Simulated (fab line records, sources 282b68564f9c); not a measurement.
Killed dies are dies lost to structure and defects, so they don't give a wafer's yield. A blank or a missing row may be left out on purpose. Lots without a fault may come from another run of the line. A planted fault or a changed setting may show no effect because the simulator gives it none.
fab line records | flow rit_cmos | part 1 of 2: steps 1 to 39 of 43
record lots=6 wafers=18 last_day=6
route steps=202 shown SDANNEAL@155 PSD@157 NSD@158 PLDD@159 NLDD@160 SILICIDE@161 CONTACT@168 M1@184
lots that met no fault: from a run of the same line without faults
start_h: hours from the record's first day to the start of the lot's first wafer shown | wait_h: hours since the lot's step before | " the same as in the row above | L1.1+2: a row that stands for several wafers | - no value, or no start given | * or withheld: withheld | < > ~ a bound
route shown NAME@n: a module of which the file shows steps, and the number in the route of the first | usual: mean/standard deviation of fault-free wafers | same: alike in all rows | chamber/n: place in a boat | sites: the reading at each site | _std_site: their standard deviation | _edge_site: outer sites' mean less inner sites' | radius_mm: how far each site lies from the wafer's centre | mask NAME#n: copy n | behind: the tool/chamber that last shaped the wafer | hold: why the lot was held/for how many hours/how that ended | device: the transistor (n, p or np) that didn't switch | end of line: the same wafers' tests at the end of the route | a step without rows: its recipe alone | killed: dies lost to structure and defects at the first sort, not the wafer's yield | map: a wafer's dies, x killed, . not, _ none there
set.NAME: the setting as run; set.NAME@STEP: as run at that earlier step | model.NAME: the simulator's own value behind a step, which no gauge read
lots at some steps of the route; a table a step, a row a wafer
services: from which hour (start_h, from the record's first day; less than 0 if before it) a tool's chamber was out of use, for how many hours, and why
## steps
# step RIT_SDANNEAL_CLEAN_02
# recipe chemistry=SC2 mix=3:3:50 time_s=600 temp_c=75 dry=n2_spin
# step RIT_SDANNEAL_RTA_03
# recipe temp_c=1050 time_s=5 idle_temp_c=600 ramp_up_c_per_s=342 ramp_down_c_per_s=171 cool_to_c=600 ambient=N2
# step RIT_SDANNEAL_RS_MEAS_04
# recipe thk_meas_gauge=four-point-probe
# usual PSD_RS=115.8/0.3
# columns lot.wafer tool chamber start_h wait_h PSD_RS[ohm/sq]
L797.2 film_metro-02 - 73.67 0.1 115.4
L797.3 " - " " 115.7
L797.6 " - " " 116.0
L799.1 film_metro-04 - 81.68 0.0 116.1
L799.2 " - " " 115.6
L799.6 " - " " 115.8
L802.2 film_metro-01 - 104.06 0.1 115.8
L802.3 " - " " 115.9
L802.5 " - " " 115.9
L806.2 film_metro-01 - 115.99 0.1 116.2
L806.3 " - " " 115.9
L806.4 " - " " 115.8
L807.1 film_metro-04 - 121.49 0.0 115.7
L807.4 " - " " 115.6
L807.6 " - " " 115.2
L811.2 film_metro-01 - 140.86 0.1 116.1
L811.4 " - " " 116.0
L811.6 " - " " 115.4
# step RIT_SDANNEAL_RS_MEAS_05
# recipe thk_meas_gauge=four-point-probe
# usual NSD_RS=85.07/0.28
# columns lot.wafer tool chamber start_h wait_h NSD_RS[ohm/sq]
L797.2 film_metro-02 - 73.79 0.1 84.79
L797.3 " - " " 84.63
L797.6 " - " " 84.83
L799.1 film_metro-04 - 81.80 0.1 85.95
L799.2 " - " " 85.45
L799.6 " - " " 85.63
L802.2 film_metro-01 - 104.18 0.1 85.17
L802.3 " - " " 85.21
L802.5 " - " " 84.97
L806.2 film_metro-01 - 116.11 0.1 85.06
L806.3 " - " " 85.37
L806.4 " - " " 85.24
L807.1 film_metro-04 - 121.61 0.1 85.40
L807.4 " - " " 85.28
L807.6 " - " " 85.09
L811.2 film_metro-01 - 140.98 0.1 84.88
L811.4 " - " " 85.16
L811.6 " - " " 84.90
# step RIT_SDANNEAL_RS_MEAS_06
# recipe thk_meas_gauge=four-point-probe
# usual PLDD_RS=177.9/0.48
# columns lot.wafer tool chamber start_h wait_h PLDD_RS[ohm/sq]
L797.2 film_metro-02 - 73.91 0.1 177.8
L797.3 " - " " 178.4
L797.6 " - " " 178.0
L799.1 film_metro-04 - 81.92 0.1 177.3
L799.2 " - " " 177.5
L799.6 " - " " 177.6
L802.2 film_metro-01 - 104.30 0.1 177.4
L802.3 " - " " 178.7
L802.5 " - " " 177.7
L806.2 film_metro-01 - 116.23 0.1 178.1
L806.3 " - " " 178.0
L806.4 " - " " 178.0
L807.1 film_metro-04 - 121.73 0.1 177.9
L807.4 " - " " 177.6
L807.6 " - " " 177.3
L811.2 film_metro-01 - 141.10 0.1 177.4
L811.4 " - " " 177.6
L811.6 " - " " 177.6
# step RIT_SDANNEAL_RS_MEAS_07
# recipe thk_meas_gauge=four-point-probe
# usual NLDD_RS=151.5/0.48
# columns lot.wafer tool chamber start_h wait_h NLDD_RS[ohm/sq]
L797.2 film_metro-02 - 74.03 0.1 151.3
L797.3 " - " " 151.2
L797.6 " - " " 151.5
L799.1 film_metro-04 - 82.04 0.1 151.9
L799.2 " - " " 151.9
L799.6 " - " " 151.3
L802.2 film_metro-01 - 104.42 0.1 152.1
L802.3 " - " " 151.4
L802.5 " - " " 152.0
L806.2 film_metro-01 - 116.35 0.1 151.4
L806.3 " - " " 151.8
L806.4 " - " " 152.2
L807.1 film_metro-04 - 121.85 0.1 151.9
L807.4 " - " " 152.1
L807.6 " - " " 152.0
L811.2 film_metro-01 - 141.22 0.1 151.2
L811.4 " - " " 151.2
L811.6 " - " " 151.3
# step RIT_SILICIDE_WET_ETCH_00
# recipe chemistry=BOE target=SiO2 target_depth_nm=14 time_s=15.5 dry=n2_spin dilution=10:1 temp_c=21.5
# step RIT_SILICIDE_SPUTTER_01
# recipe material=Ti target_thk_nm=30 power_w=350 chamber_pressure_pa=0.667 gas=Ar time_s=240 substrate_temp_c=25
# usual cathode_dc_power_W=350.00/0.069 throttle_valve_pct=29.7/0.73
# columns lot.wafer tool chamber start_h wait_h cathode_dc_power_W throttle_valve_pct
L797.2 pvd_sputter-04 - 74.14 0.0 350.11 29.9
L797.3 " - " " 349.95 28.6
L797.6 " - " " 349.95 29.6
L799.1 pvd_sputter-04 - 82.17 0.0 349.97 30.1
L799.2 " - " " 350.05 29.7
L799.6 " - " " 350.05 30.4
L802.2 pvd_sputter-01 - 104.54 0.0 349.97 30.9
L802.3 " - " " 349.95 30.1
L802.5 " - " " 350.04 30.6
L806.2 pvd_sputter-02 - 116.46 0.0 350.03 29.1
L806.3 " - " " 350.07 30.4
L806.4 " - " " 350.01 29.9
L807.1 pvd_sputter-01 - 122.00 0.0 349.95 29.0
L807.4 " - " " 350.08 31.0
L807.6 " - " " 350.09 30.7
L811.2 pvd_sputter-02 - 141.33 0.0 350.06 29.8
L811.4 " - " " 349.92 28.9
L811.6 " - " " 349.99 28.8
# step RIT_SILICIDE_RS_MEAS_02
# recipe thk_meas_gauge=four-point-probe reads=Ti_of_SILICIDE_SPUTTER_01
# usual SILICIDE_TI_RS=47.9/0.68
# columns lot.wafer tool chamber start_h wait_h SILICIDE_TI_RS[ohm/sq]
L797.2 film_metro-04 - 74.31 0.1 47.6
L797.3 " - " " 47.8
L797.6 " - " " 47.4
L799.1 film_metro-02 - 82.32 0.1 48.9
L799.2 " - " " 48.4
L799.6 " - " " 48.5
L802.2 film_metro-02 - 104.71 0.1 47.1
L802.3 " - " " 48.3
L802.5 " - " " 47.4
L806.2 film_metro-03 - 116.63 0.1 47.7
L806.3 " - " " 47.3
L806.4 " - " " 48.1
L807.1 film_metro-03 - 122.15 0.1 48.3
L807.4 " - " " 47.5
L807.6 " - " " 47.5
L811.2 film_metro-04 - 141.50 0.1 48.0
L811.4 " - " " 48.2
L811.6 " - " " 47.8
# step RIT_SILICIDE_THK_MEAS_03
# recipe thk_meas_gauge=xrf reads=Ti_of_SILICIDE_SPUTTER_01
# usual SILICIDE_TI_THK=30.0/0.33
# columns lot.wafer tool chamber start_h wait_h SILICIDE_TI_THK[nm]
L797.2 film_metro-04 - 74.42 0.1 30.2
L797.3 " - " " 30.0
L797.6 " - " " 30.1
L799.1 film_metro-02 - 82.44 0.1 29.2
L799.2 " - " " 29.5
L799.6 " - " " 29.5
L802.2 film_metro-02 - 104.82 0.1 30.1
L802.3 " - " " 29.5
L802.5 " - " " 30.0
L806.2 film_metro-03 - 116.74 0.1 30.1
L806.3 " - " " 30.4
L806.4 " - " " 30.0
L807.1 film_metro-03 - 122.27 0.1 29.8
L807.4 " - " " 30.3
L807.6 " - " " 30.2
L811.2 film_metro-04 - 141.61 0.1 29.7
L811.4 " - " " 29.8
L811.6 " - " " 30.0
# step RIT_SILICIDE_RTA_04
# recipe temp_c=650 time_s=10 idle_temp_c=25 ramp_up_s=5 ramp_down_s=5 cool_to_c=25 ambient=N2
# usual wafer_temp_C_max=653.3/1.6
# columns lot.wafer tool chamber start_h wait_h wafer_temp_C_max
L797.2 rtp_anneal-02 0 74.48 0.1 651.5
L797.3 " 0 " " 651.6
L797.6 " 0 " " 652.3
L799.1 rtp_anneal-02 0 82.50 0.1 652.6
L799.2 " 0 " " 651.3
L799.6 " 0 " " 652.3
L802.2 rtp_anneal-01 0 104.88 0.1 655.3
L802.3 " 0 " " 654.0
L802.5 " 0 " " 654.5
L806.2 rtp_anneal-02 0 116.80 0.1 652.0
L806.3 " 0 " " 651.4
L806.4 " 0 " " 651.9
L807.1 rtp_anneal-01 0 122.33 0.1 654.1
L807.4 " 0 " " 655.0
L807.6 " 0 " " 654.4
L811.2 rtp_anneal-01 0 141.67 0.1 655.7
L811.4 " 0 " " 655.1
L811.6 " 0 " " 653.6
# step RIT_SILICIDE_WET_ETCH_05
# recipe chemistry=SPM target=Ti temp_c=90 time_s=120 dry=n2_spin
# step RIT_SILICIDE_RTA_06
# recipe temp_c=750 time_s=10 idle_temp_c=25 ramp_up_s=5 ramp_down_s=10 cool_to_c=25 ambient=N2
# usual wafer_temp_C_max=753.8/1.8
# columns lot.wafer tool chamber start_h wait_h wafer_temp_C_max
L797.2 rtp_anneal-01 0 74.59 0.0 754.1
L797.3 " 0 " " 755.8
L797.6 " 0 " " 754.3
L799.1 rtp_anneal-01 0 82.61 0.0 757.2
L799.2 " 0 " " 755.7
L799.6 " 0 " " 754.1
L802.2 rtp_anneal-01 0 104.99 0.0 755.6
L802.3 " 0 " " 755.4
L802.5 " 0 " " 755.9
L806.2 rtp_anneal-01 0 116.91 0.0 755.6
L806.3 " 0 " " 755.7
L806.4 " 0 " " 754.5
L807.1 rtp_anneal-02 0 122.43 0.0 752.1
L807.4 " 0 " " 752.0
L807.6 " 0 " " 752.0
L811.2 rtp_anneal-02 0 141.78 0.0 752.7
L811.4 " 0 " " 752.2
L811.6 " 0 " " 752.0
# step RIT_CONTACT_CVD_00
# recipe material=SiO2 target_thk_nm=400 precursor=TEOS temp_c=390 time_s=61 rf_w=389.5
# usual heater_power_w=313/47 susceptor_temp_C=390.01/0.23
# columns lot.wafer tool chamber start_h wait_h heater_power_w since_wet_clean_h susceptor_temp_C
L797.2 pecvd-03 0 74.65 0.0 284 1411 390.20
L797.3 " 2 " " 366 1411 389.78
L797.6 " 0 " " 297 - 389.98
L799.1 pecvd-02 0 82.67 0.1 327 1028 389.92
L799.2 " 2 " " 270 1028 390.07
L799.6 " 1 " " 305 - 390.02
L802.2 pecvd-02 2 105.04 0.0 239 1051 390.20
L802.3 " 1 " " 238 1051 390.00
L802.5 " 1 " " 252 - 389.77
L806.2 pecvd-03 2 116.96 0.0 303 1453 389.60
L806.3 " 1 " " 423 1453 390.34
L806.4 " 0 " " 255 - 390.14
L807.1 pecvd-04 0 122.50 0.1 235 273 390.31
L807.4 " 1 " " 374 - 389.49
L807.6 " 2 " " 362 - 389.98
L811.2 pecvd-02 2 141.84 0.0 300 1088 389.71
L811.4 " 1 " " 310 - 390.13
L811.6 " 0 " " 239 - 390.09
# step RIT_CONTACT_THK_MEAS_01
# recipe reads=SiO2_of_CONTACT_CVD_00
# usual CONTACT_TEOS_THK=398/4.6
# columns lot.wafer tool chamber start_h wait_h CONTACT_TEOS_THK[nm]
L797.2 film_metro-02 - 74.71 0.0 397
L797.3 " - " " 398
L797.6 " - " " 403
L799.1 film_metro-01 - 82.72 0.0 400
L799.2 " - " " 394
L799.6 " - " " 399
L802.2 film_metro-03 - 105.10 0.0 393
L802.3 " - " " 397
L802.5 " - " " 404
L806.2 film_metro-02 - 117.02 0.0 394
L806.3 " - " " 395
L806.4 " - " " 402
L807.1 film_metro-01 - 122.55 0.0 395
L807.4 " - " " 404
L807.6 " - " " 406
L811.2 film_metro-02 - 141.90 0.0 397
L811.4 " - " " 405
L811.6 " - " " 404
# step RIT_CONTACT_HMDS_02
# recipe prime_time_s=60 prime_temp_c=140
# step RIT_CONTACT_COAT_03
# recipe resist=NOVOLAK spin_rpm=3250 resist_thk_nm=1000
# step RIT_CONTACT_SOFTBAKE_04
# recipe resist=NOVOLAK temp_c=90 time_s=60
# step RIT_CONTACT_EXPOSE_05
# recipe mask_id=M11 na=0.6 source_shape=conventional sigma_outer=0.5 target_cd_nm=1000 dose_mj=250
# step RIT_CONTACT_PEB_06
# recipe resist=NOVOLAK temp_c=withheld time_s=withheld
# step RIT_CONTACT_DEVELOP_07
# recipe resist=NOVOLAK develop_time_s=120 dev_temp_c=23
# step RIT_CONTACT_CD_MEAS_08
# recipe target_cd_nm=1000
# usual cd_nm=999.7/2.1
# columns lot.wafer tool chamber start_h wait_h cd_nm
L797.2 cd_sem-01 - 75.95 - 997.9
L797.3 " - " " 999.1
L797.6 " - " " 996.0
L799.1 cd_sem-02 - 83.75 - 998.3
L799.2 " - " " 998.1
L799.6 " - " " 996.4
L802.2 cd_sem-02 - 106.26 - 1000.9
L802.3 " - " " 999.8
L802.5 " - " " 1002.5
L806.2 cd_sem-02 - 118.27 - 998.7
L806.3 " - " " 1000.7
L806.4 " - " " 999.0
L807.1 cd_sem-02 - 123.58 - 1000.5
L807.4 " - " " 1000.1
L807.6 " - " " 1000.0
L811.2 cd_sem-01 - 143.06 - 999.3
L811.4 " - " " 1000.0
L811.6 " - " " 1001.6
# step RIT_CONTACT_OVL_MEAS_09
# usual CONTACT_OVL=-0.7/1.3
# columns lot.wafer tool chamber start_h wait_h CONTACT_OVL[nm]
L797.2 overlay-01 - 76.05 0.1 0.5
L797.3 " - " " -0.8
L797.6 " - " " -1.2
L799.1 overlay-02 - 83.87 0.1 0.5
L799.2 " - " " -0.6
L799.6 " - " " -0.8
L802.2 overlay-02 - 106.37 0.1 0.4
L802.3 " - " " 1.9
L802.5 " - " " 0.2
L806.2 overlay-02 - 118.38 0.1 1.7
L806.3 " - " " 0.3
L806.4 " - " " 0.6
L807.1 overlay-02 - 123.70 0.1 0.0
L807.4 " - " " 0.9
L807.6 " - " " 0.7
L811.2 overlay-01 - 143.16 0.1 -0.2
L811.4 " - " " -0.8
L811.6 " - " " 1.3
# step RIT_CONTACT_HARDBAKE_10
# recipe resist=NOVOLAK temp_c=140 time_s=60
# step RIT_CONTACT_ETCH_11
# recipe target_depth_a=4800 over_etch_frac=0.2 stop_on=TiSi2 chemistry=CHF3/CF4/Ar target=SiO2 CHF3_flow_sccm=50 cf4_flow_sccm=10 Ar_flow_sccm=100 O2_flow_sccm=5 pressure_mtorr=100 rf_w=200 time_s=320
# usual O2_flow_sccm=4.999/0.014 cf4_flow_sccm=10.00/0.033 drypump_motor_current_A=5.8/0.37 oes_product_au=0.990/0.018 throttle_valve_pct=8.77/0.11
# columns lot.wafer tool chamber start_h wait_h O2_flow_sccm cf4_flow_sccm drypump_motor_current_A oes_product_au rf_hours_counter_h throttle_valve_pct
L797.2 rie_diel-01 1 76.23 0.1 4.975 9.95 5.7 1.019 0 8.62
L797.3 " 3 " " 4.996 10.00 5.7 0.991 30 8.75
L797.6 " 2 " " 5.018 9.99 6.1 0.967 - 8.77
L799.1 rie_diel-01 2 84.06 0.1 5.014 10.06 6.1 0.977 138 8.77
L799.2 " 3 " " 5.017 9.99 5.7 0.991 30 8.75
L799.6 " 1 " " 4.985 9.96 5.7 1.022 - 8.63
L802.2 rie_diel-04 0 106.55 0.1 4.998 10.01 5.4 0.972 97 8.84
L802.3 " 2 " " 5.003 10.03 5.5 0.985 148 8.71
L802.5 " 0 " " 5.003 10.04 5.5 0.980 - 8.86
L806.2 rie_diel-02 0 118.56 0.1 4.973 10.03 5.5 1.016 1 8.89
L806.3 " 3 " " 4.993 9.96 5.9 0.994 1 8.82
L806.4 " 1 " " 4.997 10.05 5.8 0.972 10 8.95
L807.1 rie_diel-04 2 123.88 0.1 4.991 9.97 5.6 0.996 149 8.71
L807.4 " 3 " " 5.009 10.00 6.3 0.968 72 8.79
L807.6 " 3 " " 4.977 9.98 6.3 0.969 - 8.78
L811.2 rie_diel-01 2 143.34 0.1 5.015 10.03 6.1 0.968 139 8.77
L811.4 " 2 " " 5.001 10.01 6.2 0.975 - 8.77
L811.6 " 0 " " 5.002 9.97 5.5 1.015 - 8.59
# step RIT_CONTACT_STRIP_12
# recipe chemistry=O2 time_s=180 resist=NOVOLAK platen_temp_c=withheld power_w=500 pressure_mtorr=4000 o2_flow_sccm=4000
# step RIT_CONTACT_CD_MEAS_90
# recipe target_cd_nm=1000
# usual cd_nm=999.7/2
# columns lot.wafer tool chamber start_h wait_h cd_nm
L797.2 cd_sem-02 - 76.62 0.1 998.0
L797.3 " - " " 999.5
L797.6 " - " " 996.4
L799.1 cd_sem-01 - 84.43 0.1 998.3
L799.2 " - " " 997.6
L799.6 " - " " 996.6
L802.2 cd_sem-02 - 106.94 0.1 1000.5
L802.3 " - " " 1000.0
L802.5 " - " " 1002.4
L806.2 cd_sem-01 - 118.95 0.1 998.8
L806.3 " - " " 1001.2
L806.4 " - " " 999.6
L807.1 cd_sem-02 - 124.25 0.1 1001.1
L807.4 " - " " 1000.5
L807.6 " - " " 999.9
L811.2 cd_sem-02 - 143.73 0.1 998.8
L811.4 " - " " 999.5
L811.6 " - " " 1000.8
# step RIT_CONTACT_CLEAN_13
# recipe chemistry=SC1 mix=3:3:50 time_s=600 temp_c=75
# step RIT_CONTACT_CLEAN_14
# recipe chemistry=SC2 mix=3:3:50 time_s=600 temp_c=75 dry=n2_spin
# step RIT_M1_SPUTTER_00
# recipe material=Al target_thk_nm=400 power_w=2055 chamber_pressure_pa=0.4 gas=Ar time_s=500 substrate_temp_c=25
# usual cathode_dc_power_W=2055.0/0.37 throttle_valve_pct=29.9/0.52
# columns lot.wafer tool chamber start_h wait_h cathode_dc_power_W throttle_valve_pct
L797.2 pvd_sputter-03 - 77.09 0.0 2055.0 30.2
L797.3 " - " " 2054.5 30.2
L797.6 " - " " 2055.3 29.5
L799.1 pvd_sputter-03 - 84.90 0.0 2055.0 30.0
L799.2 " - " " 2055.5 30.5
L799.6 " - " " 2055.6 30.4
L802.2 pvd_sputter-04 - 107.39 0.0 2054.7 30.1
L802.3 " - " " 2054.7 29.3
L802.5 " - " " 2055.3 30.4
L806.2 pvd_sputter-04 - 119.43 0.0 2054.8 30.2
L806.3 " - " " 2054.9 29.7
L806.4 " - " " 2055.0 28.7
L807.1 pvd_sputter-03 - 124.72 0.0 2055.1 30.1
L807.4 " - " " 2055.1 29.4
L807.6 " - " " 2055.4 30.4
L811.2 pvd_sputter-03 - 144.18 0.0 2054.7 30.3
L811.4 " - " " 2054.6 30.2
L811.6 " - " " 2054.8 30.1
# step RIT_M1_RS_MEAS_01
# recipe thk_meas_gauge=four-point-probe reads=Al_of_M1_SPUTTER_00
# usual M1_AL_RS=0.0712/0.00075
# columns lot.wafer tool chamber start_h wait_h M1_AL_RS[ohm/sq]
L797.2 film_metro-01 - 77.40 0.2 0.0718
L797.3 " - " " 0.0717
L797.6 " - " " 0.0706
L799.1 film_metro-04 - 85.19 0.1 0.0705
L799.2 " - " " 0.0708
L799.6 " - " " 0.0704
L802.2 film_metro-04 - 107.70 0.2 0.0728
L802.3 " - " " 0.0724
L802.5 " - " " 0.0730
L806.2 film_metro-04 - 119.74 0.2 0.0722
L806.3 " - " " 0.0722
L806.4 " - " " 0.0715
L807.1 film_metro-04 - 125.02 0.1 0.0725
L807.4 " - " " 0.0718
L807.6 " - " " 0.0714
L811.2 film_metro-04 - 144.50 0.2 0.0704
L811.4 " - " " 0.0713
L811.6 " - " " 0.0713
# step RIT_M1_THK_MEAS_02
# recipe thk_meas_gauge=xrf reads=Al_of_M1_SPUTTER_00
# usual M1_AL_THK=416/4.2
# columns lot.wafer tool chamber start_h wait_h M1_AL_THK[nm]
L797.2 film_metro-01 - 77.51 0.1 412
L797.3 " - " " 413
L797.6 " - " " 420
L799.1 film_metro-04 - 85.31 0.1 420
L799.2 " - " " 416
L799.6 " - " " 420
L802.2 film_metro-04 - 107.81 0.1 407
L802.3 " - " " 411
L802.5 " - " " 407
L806.2 film_metro-04 - 119.85 0.1 410
L806.3 " - " " 412
L806.4 " - " " 416
L807.1 film_metro-04 - 125.14 0.1 406
L807.4 " - " " 413
L807.6 " - " " 413
L811.2 film_metro-04 - 144.61 0.1 421
L811.4 " - " " 417
L811.6 " - " " 418
# step RIT_M1_HMDS_03
# recipe prime_time_s=60 prime_temp_c=140
# step RIT_M1_COAT_04
# recipe resist=NOVOLAK spin_rpm=2000 resist_thk_nm=1300
# step RIT_M1_SOFTBAKE_05
# recipe resist=NOVOLAK temp_c=90 time_s=60
# step RIT_M1_EXPOSE_06
# recipe mask_id=M12 na=0.6 source_shape=conventional sigma_outer=0.5 target_cd_nm=2600 dose_mj=250
# step RIT_M1_PEB_07
# recipe resist=NOVOLAK temp_c=withheld time_s=withheld
# step RIT_M1_DEVELOP_08
# recipe resist=NOVOLAK develop_time_s=68 dev_temp_c=23.83
# step RIT_M1_CD_MEAS_09
# recipe target_cd_nm=2600
# usual cd_nm=2600.6/1.9
# columns lot.wafer tool chamber start_h wait_h cd_nm
L797.2 cd_sem-01 - 78.46 - 2598.1
L797.3 " - " " 2602.0
L797.6 " - " " 2601.4
L799.1 cd_sem-02 - 86.25 - 2601.3
L799.2 " - " " 2599.3
L799.6 " - " " 2602.8
L802.2 cd_sem-02 - 108.88 - 2598.9
L802.3 " - " " 2596.5
L802.5 " - " " 2600.8
L806.2 cd_sem-02 - 121.09 - 2599.5
L806.3 " - " " 2600.4
L806.4 " - " " 2597.9
L807.1 cd_sem-02 - 126.20 - 2600.2
L807.4 " - " " 2600.4
L807.6 " - " " 2598.3
L811.2 cd_sem-01 - 145.68 - 2602.5
L811.4 " - " " 2601.9
L811.6 " - " " 2600.8
